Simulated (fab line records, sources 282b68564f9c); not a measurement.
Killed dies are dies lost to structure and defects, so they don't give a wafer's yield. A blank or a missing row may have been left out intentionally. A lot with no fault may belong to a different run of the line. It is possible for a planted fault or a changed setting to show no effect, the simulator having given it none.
Comparing a struck lot with a sound one + flow rit cmos + 44 out of 202 route steps
Sound: these wafers, L467.2, L467.3, L467.4. Struck: wafers L477.1, L477.2, L477.4. The cause comes at the end.
At each step with rows: each side's tool, then ch and its chambers, then its first start. Under that, the readings that differ: sound wafers + struck wafers + difference of the means + sigmas: that difference in standard deviations of wafers without a fault.
alike: words and numbers the same on both sides, and readings whose means are apart by under 2 such deviations; not compared: readings that were withheld, readings missing a value for some wafer, numbers with overlapping values and no deviation given by the record, and bounds like >300 which may hide the same value.
Wherever a step has rows on one side only, a row that says differs or no value, or a row with sigmas, the two part there. Non-overlapping numbers with no deviation appear without sigmas and do not part them. A reading missing from all wafers of one side parts the sides only when that side holds two or more wafers.

first, 2 steps without rows for these wafers: RIT_PLDD_PEB_04; RIT_PLDD_DEVELOP_05 (develop time 50 s).
RIT_PLDD_OVL_MEAS_06:
  sound: overlay-02 at day 4 11:32; struck: overlay-02 at day 6 14:11
  alike: PLDD_OVL
then, 2 steps without rows for these wafers: RIT_PLDD_HARDBAKE_07 (time 60 s); RIT_PLDD_IMPLANT_08.
RIT_PLDD_STRIP_09: strips in O2, time 180 s.
  sound on plasma asher-02 ch 0,1, day 4 11:52; struck on plasma asher-03 ch 0,1, day 6 14:31
  alike: drypump motor current A
  not compared: rf hours counter h
RIT_PLDD_TW_MEAS_10:
  sound: film metro-03 at day 4 12:03; struck: film metro-04 at day 6 14:41
  alike: PLDD_TW
then, 4 steps without rows for these wafers: RIT_SPACER_CLEAN_00 (cleans in SC1, time 600 s); RIT_SPACER_CLEAN_01 (cleans in dHF, time 30 s); RIT_SPACER_CLEAN_02 (cleans in SC2, time 600 s); RIT_SPACER_CVD_03 (deposits Si3N4 from SiH2Cl2/NH3, target thk 250 nm, time 3300 s).
RIT_SPACER_THK_MEAS_04:
  sound: film metro-03 at day 4 14:24; struck: film metro-02 at day 6 17:04
  alike: SPACER_NITRIDE_THK
RIT_SPACER_ETCHBACK_05: etches Si3N4 in SF6/CHF3, stops on SiO2, target depth 250 nm, time 240 s.
  sound on rie diel-01 ch 0,1,3, day 4 14:27; struck on rie diel-01 ch 0,1,3, day 6 17:07
| reading                                     | sound             | struck            | difference | sigmas      |
|---------------------------------------------|-------------------|-------------------|------------|-------------|
| oes product au (a.u.)                       | 0.847 0.820 0.840 | 0.667 0.653 0.661 | -0.175     | -11         |
| run length s (s)                            | 268.0 267.9 267.6 | 364.2 364.0 363.5 | +96.1      | +99 or more |
| model.poly-Si_of_GATE_CVD_08.thk nm (nm)    | 164.9 164.2 164.3 | 137.8 138.4 140.6 | -25.5      |             |
| model.Si3N4_of_SPACER_CVD_03.thk nm (nm)    | 192.8 191.5 193   | 170 171.5 169.1   | -22        |             |
| model.SiO2_of_FOX2_OXIDATION_00.thk nm (nm) | 179.4 177.4 180   | 148 155 149.9     | -28        |             |
  alike: drypump motor current A, rf fwd power W, throttle valve pct
  not compared: rf hours counter h
then, 6 steps without rows for these wafers: RIT_NSD_HMDS_00 (prime time 60 s); RIT_NSD_COAT_01 (resist thk 1000 nm); RIT_NSD_SOFTBAKE_02 (time 60 s); RIT_NSD_EXPOSE_03 (exposes mask M9, target cd 40700 nm); RIT_NSD_PEB_04; RIT_NSD_DEVELOP_05 (develop time 50 s).
RIT_NSD_OVL_MEAS_06:
  sound: overlay-01 at day 4 15:27; struck: overlay-01 at day 6 18:15
  alike: NSD_OVL
then, 2 steps without rows for these wafers: RIT_NSD_HARDBAKE_07 (time 60 s); RIT_NSD_IMPLANT_08.
RIT_NSD_STRIP_09: strips in O2, time 180 s.
  sound on plasma asher-01 ch 0,1, day 4 15:47; struck on plasma asher-01 ch 0,1, day 6 18:35
  alike: drypump motor current A
  not compared: rf hours counter h
RIT_NSD_TW_MEAS_10:
  sound: film metro-03 at day 4 15:58; struck: film metro-04 at day 6 18:46
  alike: NSD_TW
then, 6 steps without rows for these wafers: RIT_PSD_HMDS_00 (prime time 60 s); RIT_PSD_COAT_01 (resist thk 1000 nm); RIT_PSD_SOFTBAKE_02 (time 60 s); RIT_PSD_EXPOSE_03 (exposes mask M10, target cd 40900 nm); RIT_PSD_PEB_04; RIT_PSD_DEVELOP_05 (develop time 50 s).
RIT_PSD_OVL_MEAS_06:
  sound: overlay-02 at day 4 17:00; struck: overlay-01 at day 6 19:49
  alike: PSD_OVL
then, 2 steps without rows for these wafers: RIT_PSD_HARDBAKE_07 (time 60 s); RIT_PSD_IMPLANT_08.
RIT_PSD_STRIP_09: strips in O2, time 180 s.
  sound on plasma asher-03 ch 0,1, day 4 17:20; struck on plasma asher-01 ch 0,1, day 6 20:09
  alike: drypump motor current A
  not compared: rf hours counter h
RIT_PSD_TW_MEAS_10:
  sound: film metro-01 at day 4 17:31; struck: film metro-03 at day 6 20:20
  alike: PSD_TW
then, 2 steps without rows for these wafers: RIT_SDANNEAL_CLEAN_00 (cleans in SC1, time 600 s); RIT_SDANNEAL_CLEAN_01 (cleans in dHF, time 30 s).
RIT_SDANNEAL_CLEAN_02: cleans in SC2, time 600 s.
  sound on wet bench-02 ch 3, day 4 17:46; struck on wet bench-01 ch 3, day 6 20:36
| reading                                  | sound           | struck          | difference | sigmas |
|------------------------------------------|-----------------|-----------------|------------|--------|
| model.poly-Si_of_GATE_CVD_08.thk nm (nm) | 160.6 159.8 160 | 133.4 134 136.2 | -25.6      |        |
  alike: bath guard temp C
RIT_SDANNEAL_RTA_03: time 5 s.
  sound on rtp anneal-02 ch 0, day 4 17:56; struck on rtp anneal-01 ch 0, day 6 20:47
  alike: chamber o2 ppm, ramp up c per s, wafer_temp_C_max
RIT_SDANNEAL_RS_MEAS_04: a four-point-probe measurement.
  sound: film metro-03 at day 4 18:01; struck: film metro-03 at day 6 20:54
  alike: PSD_RS
RIT_SDANNEAL_RS_MEAS_05: a four-point-probe measurement.
  sound: film metro-03 at day 4 18:08; struck: film metro-03 at day 6 21:01
  alike: NSD_RS
RIT_SDANNEAL_RS_MEAS_06: a four-point-probe measurement.
  sound: film metro-03 at day 4 18:15; struck: film metro-03 at day 6 21:08
| reading          | sound             | struck            | difference | sigmas |
|------------------|-------------------|-------------------|------------|--------|
| PLDD_RS (ohm/sq) | 178.3 178.3 178.0 | 179.4 179.5 179.3 | +1.2       | +2     |
RIT_SILICIDE_WET_ETCH_00: etches SiO2 in BOE, target depth 14 nm, time 15 s.
  sound on wet bench-02 ch 2, day 4 18:30; struck on wet bench-04 ch 1, day 6 21:23
| reading                                     | sound             | struck            | difference | sigmas |
|---------------------------------------------|-------------------|-------------------|------------|--------|
| model.Si3N4_of_SPACER_CVD_03.thk nm (nm)    | 191.7 190.4 191.9 | 168.8 170.3 167.9 | -22.3      |        |
| model.SiO2_of_FOX2_OXIDATION_00.thk nm (nm) | 151.1 149.2 151.8 | 119.5 126.5 121.4 | -28.2      |        |
RIT_M1_PROBE_99:
  sound: prober-01 at day 5 01:35; struck: prober-02 at day 7 04:26
| reading                                | sound             | struck            | difference | sigmas |
|----------------------------------------|-------------------|-------------------|------------|--------|
| model.etest.nplus sal.width nm (nm)    | 3475 3484 3473    | 3671 3654 3655    | +183       |        |
| model.etest.pplus sal.width nm (nm)    | 3456 3495 3478    | 3664 3647 3643    | +175       |        |
| model.etest.pldd.width nm (nm)         | 3182 3180 3173    | 3345 3327 3354    | +164       |        |
| model.etest.nldd.width nm (nm)         | 3201 3187 3175    | 3337 3343 3350    | +156       |        |
| model.etest.pwell pinched.rs ohm sq    | 470 479.1 467.9   | 565.6 568.2 564.4 | +93.7      |        |
| model.etest.nwell pinched.rs ohm sq    | 342.6 340.5 340.6 | 424.9 420 422.7   | +81.3      |        |
| model.etest.nldd.rs ohm sq             | 355.7 357.2 362.8 | 295.6 330.4 339.2 | -36.8      |        |
| model.etest.well edge left.line ohm um | 182.4 182.3 180.2 | 234 227.8 229.4   | +49        |        |
  alike: killed at contacts, killed at front end, killed dies, killed open, killed short

== WHERE THEY PART ==
Last at RIT_SDANNEAL_RS_MEAS_06 as far as this record goes, first at RIT_SPACER_ETCHBACK_05. Later steps at which nothing parts them and some readings are alike: RIT_M1_PROBE_99.

WHY: what the simulator had put in
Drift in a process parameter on rie diel-01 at RIT_SPACER_ETCHBACK_05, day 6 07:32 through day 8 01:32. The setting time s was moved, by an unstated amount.
